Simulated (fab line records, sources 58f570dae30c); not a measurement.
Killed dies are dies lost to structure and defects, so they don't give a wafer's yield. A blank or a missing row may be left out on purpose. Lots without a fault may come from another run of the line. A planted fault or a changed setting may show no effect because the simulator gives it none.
fab line records | flow berkeley_cmos170 | part 1 of 2: steps 1 to 33 of 48
record lots=5 wafers=15 last_day=11
route steps=331 shown NWELL@26 PWELL@34 WELLDRIVE@55 ACTIVE@60
lots that met no fault: from a run of the same line without faults
start_h: hours from the record's first day to the start of the lot's first wafer shown | wait_h: hours since the lot's step before | " the same as in the row above | L1.1+2: a row that stands for several wafers | - no value, or no start given | * or withheld: withheld | < > ~ a bound
route shown NAME@n: a module of which the file shows steps, and the number in the route of the first | usual: mean/standard deviation of fault-free wafers | same: alike in all rows | chamber/n: place in a boat | sites: the reading at each site | _std_site: their standard deviation | _edge_site: outer sites' mean less inner sites' | radius_mm: how far each site lies from the wafer's centre | mask NAME#n: copy n | behind: the tool/chamber that last shaped the wafer | hold: why the lot was held/for how many hours/how that ended | device: the transistor (n, p or np) that didn't switch | end of line: the same wafers' tests at the end of the route | a step without rows: its recipe alone | killed: dies lost to structure and defects at the first sort, not the wafer's yield | map: a wafer's dies, x killed, . not, _ none there
set.NAME: the setting as run; set.NAME@STEP: as run at that earlier step | model.NAME: the simulator's own value behind a step, which no gauge read
lots at some steps of the route; a table a step, a row a wafer
services: from which hour (start_h, from the record's first day; less than 0 if before it) a tool's chamber was out of use, for how many hours, and why
## steps
# step UCB170_NWELL_OVL_MEAS_12
# usual NWELL_OVL=3/4.2
# columns lot.wafer tool chamber start_h wait_h NWELL_OVL[nm]
L074.1 overlay-02 - 32.22 - 7
L074.3 " - " " 2
L074.4 " - " " 4
L080.2 overlay-01 - 62.64 - 3
L080.3 " - " " 9
L080.6 " - " " -3
L084.1 overlay-01 - 83.52 - 3
L084.2 " - " " 7
L084.5 " - " " 4
L088.2 overlay-02 - 98.53 - 0
L088.3 " - " " -3
L088.5 " - " " 3
L096.1 overlay-02 - 138.59 - 11
L096.2 " - " " 2
L096.6 " - " " 8
# step UCB170_NWELL_ETCH_13
# recipe chemistry=CH3F/Ar/O2 target=Si3N4 stop_on=SiO2 CH3F_flow_sccm=20 Ar_flow_sccm=50 O2_flow_sccm=7 pressure_mtorr=50 rf_w=450 target_depth_a=2464 over_etch_frac=0.1 time_s=154
# usual drypump_motor_current_A=5.7/0.41 oes_product_au=0.942/0.016 throttle_valve_pct=8.11/0.13
# columns lot.wafer tool chamber start_h wait_h drypump_motor_current_A oes_product_au rf_hours_counter_h throttle_valve_pct
L074.1 rie_diel-02 3 32.25 0.0 5.7 0.944 56 8.08
L074.3 " 1 " " 6.1 0.917 0 8.23
L074.4 " 2 " " 5.5 0.937 - 8.13
L080.2 rie_diel-04 1 62.67 0.0 6.1 0.949 86 7.78
L080.3 " 3 " " 4.8 0.955 139 8.08
L080.6 " 2 " " 5.7 0.947 - 8.02
L084.1 rie_diel-01 1 83.55 0.0 6.4 0.913 144 8.30
L084.2 " 2 " " 6.0 0.943 135 8.27
L084.5 " 0 " " 5.9 0.946 - 8.26
L088.2 rie_diel-04 0 98.56 0.0 5.5 0.963 12 8.13
L088.3 " 2 " " 5.7 0.963 8 8.05
L088.5 " 1 " " 6.1 0.964 - 7.77
L096.1 rie_diel-04 2 138.62 0.0 5.7 0.962 10 8.03
L096.2 " 3 " " 4.8 0.970 144 8.10
L096.6 " 3 " " 4.8 0.958 - 8.06
# step UCB170_NWELL_IMPLANT_14
# recipe species=P dose_cm2=1e+13 energy_kev=150 tilt_deg=7
# columns lot.wafer tool chamber start_h wait_h
L074.1+3+4 implanter-03 0 32.36 0.1
L080.2+3+6 implanter-03 0 62.80 0.1
L084.1+2+5 implanter-03 0 83.66 0.1
L088.2+3+5 implanter-03 0 98.69 0.1
L096.1+2+6 implanter-03 0 138.72 0.1
# step UCB170_NWELL_STRIP_15
# recipe chemistry=O2 power_w=400 pressure_mtorr=3500 platen_temp_c=withheld o2_flow_sccm=400 overash_fraction=0.5
# usual drypump_motor_current_A=5.7/0.45 oes_product_au=0.721/0.0043 strip_time_to_endpoint_s=18.01/0.088
# same overash_fraction=0.5
# columns lot.wafer tool chamber start_h wait_h drypump_motor_current_A oes_product_au rf_hours_counter_h strip_time_to_endpoint_s
L074.1 plasma_asher-01 1 32.51 0.1 5.1 0.721 30 17.84
L074.3 " 1 " " 5.1 0.725 - 17.99
L074.4 " 0 " " 5.6 0.720 - 17.85
L080.2 plasma_asher-04 0 62.92 0.1 5.1 0.714 24 17.85
L080.3 " 1 " " 6.3 0.724 - 17.95
L080.6 " 1 " " 6.3 0.718 - 17.80
L084.1 plasma_asher-04 0 83.81 0.1 5.1 0.730 27 17.93
L084.2 " 1 " " 6.3 0.729 27 18.03
L084.5 " 1 " " 6.3 0.728 - 18.04
L088.2 plasma_asher-03 1 98.81 0.1 6.0 0.725 41 18.12
L088.3 " 0 " " 5.6 0.717 - 18.01
L088.5 " 1 " " 6.0 0.715 - 18.11
L096.1 plasma_asher-03 1 138.87 0.1 6.0 0.729 46 17.73
L096.2 " 0 " " 5.7 0.720 46 17.98
L096.6 " 0 " " 5.6 0.723 - 17.99
# step UCB170_NWELL_TW_MEAS_16
# usual NWELL_TW=1247/14
# columns lot.wafer tool chamber start_h wait_h NWELL_TW
L074.1 film_metro-02 - 32.61 0.1 1242
L074.3 " - " " 1242
L074.4 " - " " 1232
L080.2 film_metro-03 - 63.03 0.1 1230
L080.3 " - " " 1237
L080.6 " - " " 1241
L084.1 film_metro-04 - 83.97 0.1 1265
L084.2 " - " " 1261
L084.5 " - " " 1266
L088.2 film_metro-03 - 98.92 0.1 1232
L088.3 " - " " 1234
L088.5 " - " " 1231
L096.1 film_metro-03 - 138.97 0.1 1246
L096.2 " - " " 1232
L096.6 " - " " 1242
# step UCB170_NWELL_CLEAN_17
# recipe chemistry=SPM temp_c=120 time_s=600
# columns lot.wafer tool chamber start_h wait_h
L074.1+3+4 wet_bench-01 2 32.67 0.1
L080.2+3+6 wet_bench-02 3 63.08 0.0
L084.1+2+5 wet_bench-01 2 84.03 0.1
L088.2+3+5 wet_bench-03 1 98.97 0.0
L096.1+2+6 wet_bench-02 3 140.43 1.4
# step UCB170_NWELL_WET_ETCH_18
# recipe chemistry=H3PO4 target=Si3N4 temp_c=160 time_s=14400
# columns lot.wafer tool chamber start_h wait_h
L074.1+3+4 wet_bench-02 3 32.84 0.0
L080.2+3+6 wet_bench-02 2 63.26 0.0
L084.1+2+5 wet_bench-02 1 84.26 0.1
L088.2+3+5 wet_bench-03 3 99.21 0.0
L096.1+2+6 wet_bench-01 2 140.64 0.0
# step UCB170_NWELL_WET_ETCH_19
# recipe chemistry=BOE dilution=5:1 target=SiO2 temp_c=25 time_s=22
# columns lot.wafer tool chamber start_h wait_h
L074.1+3+4 wet_bench-01 0 37.00 0.2
L080.2+3+6 wet_bench-01 1 67.26 0.0
L084.1+2+5 wet_bench-03 1 88.64 0.0
L088.2+3+5 wet_bench-01 3 105.95 2.0
L096.1+2+6 wet_bench-02 2 144.66 0.0
# step UCB170_PWELL_CLEAN_00
# recipe chemistry=SPM temp_c=120 time_s=600
# columns lot.wafer tool chamber start_h wait_h
L074.1+3+4 wet_bench-02 2 37.02 0.0
L080.2+3+6 wet_bench-03 1 67.28 0.0
L084.1+2+5 wet_bench-01 2 88.82 0.2
L088.2+3+5 wet_bench-01 0 106.17 0.2
L096.1+2+6 wet_bench-02 0 144.68 0.0
# step UCB170_PWELL_CLEAN_01
# recipe chemistry=dHF dilution=25:1 time_s=60
# columns lot.wafer tool chamber start_h wait_h
L074.1+3+4 wet_bench-02 2 37.20 0.0
L080.2+3+6 wet_bench-02 1 67.47 0.0
L084.1+2+5 wet_bench-01 2 88.99 0.0
L088.2+3+5 wet_bench-01 2 106.60 0.2
L096.1+2+6 wet_bench-02 0 144.87 0.0
# step UCB170_PWELL_OXIDATION_02
# recipe temp_c=1000 ambient=O2 target_thk_a=264 ox_time_s=1260
# same ox_time_s=1260
# columns lot.wafer tool chamber start_h wait_h
L074.1+3+4 furnace-01 0 42.30 5.1
L080.2+3+6 furnace-03 0 69.37 1.9
L084.1+2+5 furnace-01 0 90.30 1.3
L088.2+3+5 furnace-04 0 108.36 1.7
L096.1+2+6 furnace-03 0 147.85 2.9
# step UCB170_PWELL_THK_MEAS_03
# recipe reads=SiO2_of_PWELL_OXIDATION_02
# usual PWELL_OXIDE_THK=26.4/0.67
# columns lot.wafer tool chamber start_h wait_h PWELL_OXIDE_THK[nm]
L074.1 film_metro-02 - 43.65 0.0 26.7
L074.3 " - " " 26.8
L074.4 " - " " 26.6
L080.2 film_metro-03 - 70.73 0.0 26.0
L080.3 " - " " 25.9
L080.6 " - " " 26.1
L084.1 film_metro-03 - 91.65 0.0 26.4
L084.2 " - " " 26.2
L084.5 " - " " 27.0
L088.2 film_metro-03 - 109.72 0.0 26.5
L088.3 " - " " 26.4
L088.5 " - " " 26.4
L096.1 film_metro-02 - 149.20 0.0 27.6
L096.2 " - " " 27.4
L096.6 " - " " 27.4
# step UCB170_PWELL_ANNEAL_04
# recipe temp_c=1000 time_s=900 ambient=N2
# columns lot.wafer tool chamber start_h wait_h
L074.1+3+4 furnace-01 0 48.65 5.0
L080.2+3+6 furnace-01 0 72.36 1.6
L084.1+2+5 furnace-01 0 94.65 3.0
L088.2+3+5 furnace-01 0 113.65 3.9
L096.1+2+6 furnace-04 0 152.41 3.2
# step UCB170_PWELL_CVD_05
# recipe material=Si3N4 target_thk_nm=220 temp_c=800 precursor=SiH2Cl2/NH3 time_s=3300 pressure_mtorr=200 sih2cl2_flow_sccm=25 nh3_flow_sccm=75
# columns lot.wafer tool chamber start_h wait_h
L074.1+3+4 lpcvd-02 1 50.09 0.2
L080.2+3+6 lpcvd-01 1 73.61 0.0
L084.1+2+5 lpcvd-02 1 95.90 0.0
L088.2+3+5 lpcvd-01 1 114.90 0.0
L096.1+2+6 lpcvd-01 1 153.66 0.0
# step UCB170_PWELL_THK_MEAS_06
# recipe reads=Si3N4_of_PWELL_CVD_05
# usual PWELL_NITRIDE_THK=220.3/1.7
# columns lot.wafer tool chamber start_h wait_h PWELL_NITRIDE_THK[nm]
L074.1 film_metro-03 - 52.00 0.0 220.4
L074.3 " - " " 220.4
L074.4 " - " " 221.1
L080.2 film_metro-03 - 75.54 0.0 221.3
L080.3 " - " " 220.6
L080.6 " - " " 220.7
L084.1 film_metro-02 - 97.81 0.0 221.1
L084.2 " - " " 218.7
L084.5 " - " " 219.3
L088.2 film_metro-03 - 116.88 0.1 219.1
L088.3 " - " " 217.4
L088.5 " - " " 218.5
L096.1 film_metro-03 - 155.57 0.0 220.7
L096.2 " - " " 221.7
L096.6 " - " " 222.0
# step UCB170_PWELL_HMDS_07
# recipe prime_time_s=60 prime_temp_c=100
# columns lot.wafer tool chamber start_h wait_h
L074.1+3+4 litho_track-03 0 52.48 0.5
L080.2+3+6 litho_track-03 0 75.61 0.1
L084.1+2+5 litho_track-03 0 98.37 0.6
L088.2+3+5 litho_track-01 0 117.37 0.5
L096.1+2+6 litho_track-01 0 155.63 0.1
# step UCB170_PWELL_COAT_08
# recipe resist=KrF spin_rpm=1500 resist_thk_nm=900
# usual dispense_pressure_kPa=48.2/1.3 spin_speed_rpm=1500.1/0.97
# columns lot.wafer tool chamber start_h wait_h dispense_pressure_kPa spin_speed_rpm
L074.1 litho_track-03 0 52.63 0.1 47.9 1499.0
L074.3 " 0 " " 47.9 1500.0
L074.4 " 0 " " 47.9 1500.1
L080.2 litho_track-03 0 75.76 0.1 47.9 1499.7
L080.3 " 0 " " 47.9 1500.6
L080.6 " 0 " " 47.9 1500.3
L084.1 litho_track-03 0 98.52 0.1 47.9 1500.6
L084.2 " 0 " " 47.9 1500.3
L084.5 " 0 " " 47.9 1500.8
L088.2 litho_track-01 0 117.52 0.1 46.5 1502.3
L088.3 " 0 " " 46.5 1499.3
L088.5 " 0 " " 46.5 1501.5
L096.1 litho_track-01 0 155.78 0.1 46.5 1498.2
L096.2 " 0 " " 46.5 1499.7
L096.6 " 0 " " 46.6 1497.1
# step UCB170_PWELL_SOFTBAKE_09
# recipe resist=KrF temp_c=130 time_s=60
# columns lot.wafer tool chamber start_h wait_h
L074.1+3+4 litho_track-03 0 52.78 0.1
L080.2+3+6 litho_track-03 0 75.91 0.1
L084.1+2+5 litho_track-03 0 98.67 0.1
L088.2+3+5 litho_track-01 0 117.67 0.1
L096.1+2+6 litho_track-01 0 155.93 0.1
# step UCB170_PWELL_EXPOSE_10
# recipe mask_id=PWELL target_cd_nm=3000 na=0.5 sigma_outer=0.6 source_shape=conventional dose_mj=19
# same sigma_outer=0.6
# columns lot.wafer tool chamber start_h wait_h mask
L074.1+3+4 krf_scanner-02 0 53.06 0.2 PWELL#0
L080.2+3+6 krf_scanner-02 0 76.06 0.1 PWELL#0
L084.1+2+5 krf_scanner-01 0 98.99 0.3 PWELL#0
L088.2+3+5 krf_scanner-02 0 117.97 0.3 PWELL#0
L096.1+2+6 krf_scanner-01 0 156.21 0.2 PWELL#0
# step UCB170_PWELL_PEB_11
# recipe peb_temp_c=130 peb_time_s=withheld resist=KrF
# usual plate_sensor_t_centre_C=131.41/0.01 plate_sensor_t_edge_C=131.53/0.0096
# columns lot.wafer tool chamber start_h wait_h plate_sensor_t_centre_C plate_sensor_t_edge_C
L074.1 litho_track-03 0 53.39 0.3 131.4 131.51
L074.3 " 0 " " 131.42 131.53
L074.4 " 0 " " 131.39 131.53
L080.2 litho_track-03 0 76.18 0.1 131.42 131.53
L080.3 " 0 " " 131.4 131.53
L080.6 " 0 " " 131.41 131.54
L084.1 litho_track-01 0 99.41 0.4 131.41 131.54
L084.2 " 0 " " 131.4 131.54
L084.5 " 0 " " 131.41 131.53
L088.2 litho_track-04 0 118.61 0.6 131.41 131.53
L088.3 " 0 " " 131.41 131.54
L088.5 " 0 " " 131.42 131.54
L096.1 litho_track-01 0 156.53 0.3 131.42 131.53
L096.2 " 0 " " 131.42 131.54
L096.6 " 0 " " 131.4 131.53
# step UCB170_PWELL_DEVELOP_12
# recipe developer=TMAH develop_time_s=45 resist=KrF dev_temp_c=21
# columns lot.wafer tool chamber start_h wait_h
L074.1+3+4 litho_track-03 0 - -
L080.2+3+6 litho_track-03 0 - -
L084.1+2+5 litho_track-01 0 - -
L088.2+3+5 litho_track-04 0 - -
L096.1+2+6 litho_track-01 0 - -
# step UCB170_PWELL_OVL_MEAS_13
# usual PWELL_OVL=-2/4.9
# columns lot.wafer tool chamber start_h wait_h PWELL_OVL[nm]
L074.1 overlay-01 - 53.66 - -4
L074.3 " - " " -1
L074.4 " - " " -3
L080.2 overlay-01 - 76.44 - -2
L080.3 " - " " 4
L080.6 " - " " -12
L084.1 overlay-02 - 99.68 - 1
L084.2 " - " " 1
L084.5 " - " " -6
L088.2 overlay-02 - 118.86 - -5
L088.3 " - " " 1
L088.5 " - " " 0
L096.1 overlay-02 - 156.81 - 0
L096.2 " - " " 5
L096.6 " - " " 9
# step UCB170_PWELL_ETCH_14
# recipe chemistry=CH3F/Ar/O2 target=Si3N4 stop_on=SiO2 CH3F_flow_sccm=20 Ar_flow_sccm=50 O2_flow_sccm=7 pressure_mtorr=50 rf_w=450 target_depth_a=2420 over_etch_frac=0.1 time_s=151
# usual drypump_motor_current_A=5.9/0.42 oes_product_au=0.942/0.016 throttle_valve_pct=8.10/0.1
# columns lot.wafer tool chamber start_h wait_h drypump_motor_current_A oes_product_au rf_hours_counter_h throttle_valve_pct
L074.1 rie_diel-03 2 53.70 0.0 5.5 0.942 130 8.09
L074.3 " 3 " " 5.8 0.939 32 8.05
L074.4 " 1 " " 6.2 0.975 7 8.29
L080.2 rie_diel-02 1 76.47 0.0 6.1 0.923 3 8.24
L080.3 " 3 " " 5.6 0.952 58 8.08
L080.6 " 3 " " 5.6 0.945 - 8.08
L084.1 rie_diel-03 2 99.72 0.0 5.5 0.947 131 8.12
L084.2 " 0 " " 6.6 0.926 36 8.15
L084.5 " 2 " " 5.6 0.940 - 8.09
L088.2 rie_diel-02 3 118.89 0.0 5.7 0.952 60 8.08
L088.3 " 1 " " 6.1 0.921 4 8.25
L088.5 " 2 " " 5.5 0.935 - 8.12
L096.1 rie_diel-03 2 156.84 0.0 5.5 0.953 135 8.10
L096.2 " 0 " " 6.6 0.938 39 8.16
L096.6 " 3 " " 5.8 0.938 - 8.06
# step UCB170_PWELL_IMPLANT_15
# recipe species=B dose_cm2=5.114e+12 energy_kev=60 tilt_deg=7
# columns lot.wafer tool chamber start_h wait_h
L074.1+3+4 implanter-04 0 53.80 0.1
L080.2+3+6 implanter-04 0 76.59 0.1
L084.1+2+5 implanter-03 0 99.82 0.1
L088.2+3+5 implanter-04 0 119.02 0.1
L096.1+2+6 implanter-03 0 156.94 0.1
# step UCB170_PWELL_STRIP_16
# recipe chemistry=O2 power_w=400 pressure_mtorr=3500 platen_temp_c=withheld o2_flow_sccm=400 overash_fraction=0.5
# usual drypump_motor_current_A=5.7/0.57 oes_product_au=0.721/0.0046 strip_time_to_endpoint_s=18.07/0.084
# same overash_fraction=0.5
# columns lot.wafer tool chamber start_h wait_h drypump_motor_current_A oes_product_au rf_hours_counter_h strip_time_to_endpoint_s
L074.1 plasma_asher-02 1 53.95 0.1 6.5 0.721 34 18.22
L074.3 " 0 " " 5.5 0.721 - 18.15
L074.4 " 1 " " 6.5 0.713 - 18.11
L080.2 plasma_asher-04 0 76.72 0.1 5.1 0.724 27 18.14
L080.3 " 1 " " 6.3 0.729 - 18.11
L080.6 " 1 " " 6.3 0.719 - 18.13
L084.1 plasma_asher-01 1 99.97 0.1 5.1 0.728 34 18.15
L084.2 " 0 " " 5.6 0.718 34 18.14
L084.5 " 1 " " 5.1 0.721 - 18.20
L088.2 plasma_asher-04 1 119.14 0.1 6.3 0.721 32 18.11
L088.3 " 1 " " 6.3 0.715 - 18.19
L088.5 " 0 " " 5.1 0.726 - 18.09
L096.1 plasma_asher-02 0 157.09 0.1 5.4 0.722 48 18.03
L096.2 " 1 " " 6.5 0.717 48 18.07
L096.6 " 0 " " 5.4 0.720 - 18.04
# step UCB170_PWELL_TW_MEAS_17
# usual PWELL_TW=379.9/2.4
# columns lot.wafer tool chamber start_h wait_h PWELL_TW
L074.1 film_metro-01 - 54.05 0.1 383.5
L074.3 " - " " 385.9
L074.4 " - " " 384.1
L080.2 film_metro-03 - 76.83 0.1 377.7
L080.3 " - " " 377.9
L080.6 " - " " 377.1
L084.1 film_metro-02 - 100.07 0.1 380.9
L084.2 " - " " 382.4
L084.5 " - " " 382.7
L088.2 film_metro-03 - 119.25 0.1 376.2
L088.3 " - " " 377.5
L088.5 " - " " 375.5
L096.1 film_metro-03 - 157.19 0.1 377.2
L096.2 " - " " 375.8
L096.6 " - " " 378.6
# step UCB170_PWELL_CLEAN_18
# recipe chemistry=SPM temp_c=120 time_s=600
# columns lot.wafer tool chamber start_h wait_h
L074.1+3+4 wet_bench-03 1 54.11 0.1
L080.2+3+6 wet_bench-02 2 76.88 0.0
L084.1+2+5 wet_bench-01 0 101.22 1.1
L088.2+3+5 wet_bench-02 0 120.96 1.7
L096.1+2+6 wet_bench-03 2 158.71 1.5
# step UCB170_PWELL_WET_ETCH_19
# recipe chemistry=H3PO4 target=Si3N4 temp_c=160 time_s=14400
# columns lot.wafer tool chamber start_h wait_h
L074.1+3+4 wet_bench-03 3 54.28 0.0
L080.2+3+6 wet_bench-02 3 77.05 0.0
L084.1+2+5 wet_bench-03 0 103.98 2.6
L088.2+3+5 wet_bench-02 2 121.33 0.2
L096.1+2+6 wet_bench-01 2 159.12 0.2
# step UCB170_PWELL_WET_ETCH_20
# recipe chemistry=BOE dilution=5:1 target=SiO2 temp_c=25 time_s=22
# columns lot.wafer tool chamber start_h wait_h
L074.1+3+4 wet_bench-03 2 58.29 0.0
L080.2+3+6 wet_bench-02 3 81.13 0.1
L084.1+2+5 wet_bench-01 2 108.35 0.0
L088.2+3+5 wet_bench-03 1 125.39 0.1
L096.1+2+6 wet_bench-02 1 163.42 0.3
# step UCB170_WELLDRIVE_CLEAN_00
# recipe chemistry=SPM temp_c=120 time_s=600
# columns lot.wafer tool chamber start_h wait_h
L074.1+3+4 wet_bench-02 2 58.31 0.0
L080.2+3+6 wet_bench-02 1 81.14 0.0
L084.1+2+5 wet_bench-03 3 108.37 0.0
L088.2+3+5 wet_bench-03 2 125.41 0.0
L096.1+2+6 wet_bench-03 0 163.47 0.0
# step UCB170_WELLDRIVE_OXIDATION_01
# recipe temp_c=1100 ambient=O2 target_thk_a=1990 ox_time_s=9000
# same ox_time_s=9000
# columns lot.wafer tool chamber start_h wait_h
L074.1+3+4 furnace-01 0 62.45 4.0
L080.2+3+6 furnace-02 0 85.10 3.8
L084.1+2+5 furnace-03 0 110.85 2.3
L088.2+3+5 furnace-02 0 128.24 2.7
L096.1+2+6 furnace-02 0 166.33 2.7
# step UCB170_WELLDRIVE_THK_MEAS_02
# recipe reads=SiO2_of_WELLDRIVE_OXIDATION_01
# usual WELLDRIVE_OXIDE_THK=198/3.9
# columns lot.wafer tool chamber start_h wait_h WELLDRIVE_OXIDE_THK[nm]
L074.1 film_metro-03 - 65.95 0.0 203
L074.3 " - " " 201
L074.4 " - " " 200
L080.2 film_metro-04 - 88.66 0.1 194
L080.3 " - " " 194
L080.6 " - " " 194
L084.1 film_metro-04 - 114.40 0.0 194
L084.2 " - " " 194
L084.5 " - " " 193
L088.2 film_metro-04 - 131.75 0.0 196
L088.3 " - " " 197
L088.5 " - " " 197
L096.1 film_metro-04 - 169.83 0.0 202
L096.2 " - " " 197
L096.6 " - " " 199
# step UCB170_WELLDRIVE_ANNEAL_03
# recipe temp_c=1100 time_s=900 ambient=N2
# columns lot.wafer tool chamber start_h wait_h
L074.1+3+4 furnace-01 0 67.61 1.7
L080.2+3+6 furnace-02 0 91.20 2.5
L084.1+2+5 furnace-02 0 117.25 2.8
L088.2+3+5 furnace-03 0 134.10 2.3
L096.1+2+6 furnace-01 0 171.59 1.7
